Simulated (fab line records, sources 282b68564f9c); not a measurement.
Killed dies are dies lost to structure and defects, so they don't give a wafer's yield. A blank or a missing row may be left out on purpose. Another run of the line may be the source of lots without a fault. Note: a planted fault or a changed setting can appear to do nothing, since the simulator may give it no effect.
fab line records -- flow ritCmos
[record] lots = 5, wafers = 27
route steps=202 shown M1@196
startH: hours from the record's opening day to when the first of the lot's shown wafers began -- waitH: time in hours since the lot's previous step -- " as in the row above -- L1.1+2: a single row standing in for several wafers -- - value missing, or start not given -- * or withheld: withheld -- < > ~ a bound
route shown NAME@n: NAME is a module with steps in the file, n the number in the route of the first one -- usual: the fault-free wafers' mean and standard deviation -- same: alike in all rows -- chamber/n: place in a boat -- sites: per-site readings -- _std_site: the values' standard deviation -- _edge_site: outer sites' mean less inner sites' -- radiusMm: for every site, how far away it sits from the centre of the wafer -- mask NAME#n: copy n -- behind: the last tool/chamber to shape the wafer -- hold: cause of the lot's hold/its duration in hours/its outcome -- device: the transistor (n, p or np) that didn't switch -- end of line: tests of these same wafers at the route's end -- a step given without rows: its recipe and nothing more -- killed: at the first sort, the dies lost to defects and structure; wafer yield is something else -- map: shows each die of a wafer: x if killed, . if not, _ if none is there
set.NAME: setting as actually run; set.NAME@STEP: the setting as run at that earlier step -- model.NAME: the simulator's own value behind a step, which no gauge read
lots whose settings were changed on purpose; a table a step, a row a wafer
[[steps]]
[step RIT_M1_METAL_ETCH_12]
[recipe] stopOn = SiO2, chemistry = Cl2/BCl3, target = Al, timeS = 165, overEtchFrac = 0.5, pressureMtorr = 100, targetDepthA = 6000, rfW = 250, Cl2_flow_sccm = 60, bcl3FlowSccm = 50
[usual] oesProductAu = 0.779/0.0098
lot.wafer,tool,chamber,startH,waitH,set.timeS,set.timeS@CONTACT_CVD_00,oesProductAu,model.M1.featureDepthNm,model.etch.depthNm,model.SiO2_of_CONTACT_CVD_00.thkNm
L075.1,rieMetal-03,1,59.74,0.2,210.6,61,0.775,443.6,401.4,352
L075.2,rieMetal-03,0,59.74,0.2,165,61,0.778,434,400.7,361.2
L075.3,rieMetal-03,0,59.74,0.2,210.6,61,0.758,441.1,397.8,355.9
L075.4,rieMetal-03,1,59.74,0.2,210.6,61,0.748,442.6,400.5,358.2
L075.5,rieMetal-03,1,59.74,0.2,165,61,0.776,432.3,399.3,375.8
L075.6,rieMetal-03,0,59.74,0.2,165,61,0.766,429.8,396.4,367.5
L076.1,rieMetal-02,0,65.06,0.2,121.1,61,0.966,433.7,409.8,371.6
L076.2,rieMetal-02,1,65.06,0.2,121.1,61,0.941,430.7,407.3,366.4
L076.3,rieMetal-02,1,65.06,0.2,165,61,0.767,435,403,360.1
L076.4,rieMetal-02,0,65.06,0.2,165,61,0.789,440.1,407.8,367.8
L076.5,rieMetal-02,0,65.06,0.2,165,61,0.795,438.6,406.3,369.8
L076.6,rieMetal-02,1,65.06,0.2,121.1,61,0.934,431.8,408.4,376.1
L081.1,rieMetal-03,1,90.82,0.2,254.6,39.68,0.757,452.8,401.4,199.2
L081.2,rieMetal-03,0,90.82,0.2,165,61,0.775,434.1,400.7,356.6
L081.3,rieMetal-03,1,90.82,0.2,165,61,0.768,429.8,397.1,355.3
L081.4,rieMetal-03,0,90.82,0.2,165,39.68,0.762,429.1,395.7,219.3
L081.5,rieMetal-03,0,90.82,0.2,254.6,39.68,0.751,449.2,396.4,204.9
L081.6,rieMetal-03,1,90.82,0.2,254.6,61,0.738,445.5,393.9,345.6
L082.1,rieMetal-02,0,94.99,0.2,165,61,0.778,427.3,394.9,363.8
L082.3,rieMetal-02,0,94.99,0.2,165,61,0.789,429.8,397.1,354.3
L082.5,rieMetal-02,1,94.99,0.2,165,61,0.766,428.9,396.6,362
L084.1,rieMetal-03,1,104.84,0.2,79.31,61,1.000,293,293,378.4
L084.2,rieMetal-03,1,104.84,0.2,79.31,73.35,1.006,293,293,461
L084.3,rieMetal-03,1,104.84,0.2,165,61,0.778,435.4,402.4,364.9
L084.4,rieMetal-03,1,104.84,0.2,165,73.35,0.776,434.9,401.8,452.8
L084.5,rieMetal-03,1,104.84,0.2,165,61,0.780,434.3,401.3,367.5
L084.6,rieMetal-03,1,104.84,0.2,79.31,73.35,1.012,294.7,294.7,469.4
[step RIT_M1_STRIP_13]
[recipe] chemistry = nmp, resist = NOVOLAK, tempC = 80, timeS = 600, dry = n2Spin
[step RIT_M1_STRIP_14]
[recipe] chemistry = O2, timeS = 180, platenTempC = withheld, powerW = 500, pressureMtorr = 4000, o2FlowSccm = 4000
[step RIT_M1_CD_MEAS_90]
[recipe] targetCdNm = 2600
[usual] cdNm = 2599.5/2.6
lot.wafer,tool,chamber,startH,waitH,set.timeS@M1_METAL_ETCH_12,cdNm
L075.1,cdSem-01,-,60.25,0.1,210.6,2592.9
L075.2,cdSem-01,-,60.25,0.1,165,2599.2
L075.3,cdSem-01,-,60.25,0.1,210.6,2591.7
L075.4,cdSem-01,-,60.25,0.1,210.6,2592.1
L075.5,cdSem-01,-,60.25,0.1,165,2597.8
L075.6,cdSem-01,-,60.25,0.1,165,2599.3
L076.1,cdSem-01,-,65.58,0.1,121.1,2605.5
L076.2,cdSem-01,-,65.58,0.1,121.1,2604.9
L076.3,cdSem-01,-,65.58,0.1,165,2598.8
L076.4,cdSem-01,-,65.58,0.1,165,2598.6
L076.5,cdSem-01,-,65.58,0.1,165,2600.6
L076.6,cdSem-01,-,65.58,0.1,121.1,2605.2
L081.1,cdSem-01,-,91.51,0.1,254.6,2582.4
L081.2,cdSem-01,-,91.51,0.1,165,2595.3
L081.3,cdSem-01,-,91.51,0.1,165,2596.2
L081.4,cdSem-01,-,91.51,0.1,165,2593.8
L081.5,cdSem-01,-,91.51,0.1,254.6,2584.2
L081.6,cdSem-01,-,91.51,0.1,254.6,2583.2
L082.1,cdSem-02,-,95.68,0.1,165,2594.2
L082.3,cdSem-02,-,95.68,0.1,165,2594.5
L082.5,cdSem-02,-,95.68,0.1,165,2594.1
L084.1,cdSem-02,-,105.51,0.1,79.31,2616.5
L084.2,cdSem-02,-,105.51,0.1,79.31,2614.5
L084.3,cdSem-02,-,105.51,0.1,165,2602.3
L084.4,cdSem-02,-,105.51,0.1,165,2603.6
L084.5,cdSem-02,-,105.51,0.1,165,2603.6
L084.6,cdSem-02,-,105.51,0.1,79.31,2615.1
[step RIT_M1_ANNEAL_15]
[recipe] tempC = 450, timeS = 1800, ambient = forming_gas_H2N2
[step RIT_M1_PROBE_99]
lot.wafer,tool,chamber,startH,waitH,set.oxTimeS@FOX2_OXIDATION_00,model.etest.pwell.rsOhmSq
L075.1,prober-01,-,61.99,0.1,1611,441.6
L075.2+4+5,prober-01,-,62.04,0.1,1611,-
L075.3,prober-01,-,62.09,0.2,1611,445.7
L075.6,prober-01,-,62.24,0.2,1611,438.7
L076.1,prober-02,-,68.58,0.1,1716,462.3
L076.2,prober-02,-,68.63,0.1,1716,470.4
L076.4,prober-02,-,68.73,0.2,1716,457.4
L076.5,prober-02,-,68.78,0.2,1716,461.6
L076.6,prober-02,-,68.83,0.2,1716,467
L081.1+3+4,prober-01,-,93.76,0.1,613.3,-
L081.2,prober-01,-,93.81,0.1,613.3,390.8
L081.5,prober-01,-,93.96,0.2,613.3,384.2
L081.6,prober-01,-,94.01,0.2,613.3,381.9
L082.1,prober-02,-,97.42,0.1,1130,411.7
L082.3,prober-02,-,97.52,0.2,1130,406.8
L082.5,prober-02,-,97.62,0.2,1130,408.7
L084.1+2+4+6,prober-02,-,107.25,0.1,667.7,-
L084.5,prober-02,-,107.45,0.2,667.7,391
// killed by level:class
L082.1 SPACER:geometricParticle:open=3 GATE:geometricParticle:open=2 FOX2:geometricParticle:short=1 GATE:geometricParticle:short=1 REOX:geometricParticle:open=1 SPACER:geometricParticle:short=1
L082.3 FOX1:geometricParticle:open=1 FOX2:geometricParticle:open=1 GATE:geometricParticle:short=1
L082.5 GATE:geometricParticle:short=1 GATE:geometricParticle:open=1 REOX:geometricParticle:short=1 CONTACT:geometricParticle:short=1
[[key]]
[split] step = RIT_M1_METAL_ETCH_12, setting = timeS, stated = 165, by = wafer
[response] step = RIT_M1_METAL_ETCH_12, reading = oesProductAu, shape = bent, atLowest = 1.006, atStated = 0.776, atHighest = 0.749
[response] step = RIT_M1_METAL_ETCH_12, reading = model.M1.featureDepthNm, shape = bent, atLowest = 293.6, atStated = 432.9, atHighest = 449.1
[response] step = RIT_M1_METAL_ETCH_12, reading = model.etch.depthNm, shape = bent, atLowest = 293.6, atStated = 400.1, atHighest = 397.3
[response] step = RIT_M1_CD_MEAS_90, reading = cdNm, change = -0.226, per = 1%, r = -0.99
split outsideThisFile step=RIT_FOX2_OXIDATION_00 setting=oxTimeS
split outsideThisFile step=RIT_CONTACT_CVD_00 setting=timeS
// split outsideThisFile: this setting was split too, and the file shows its column; the key of that split is in another file
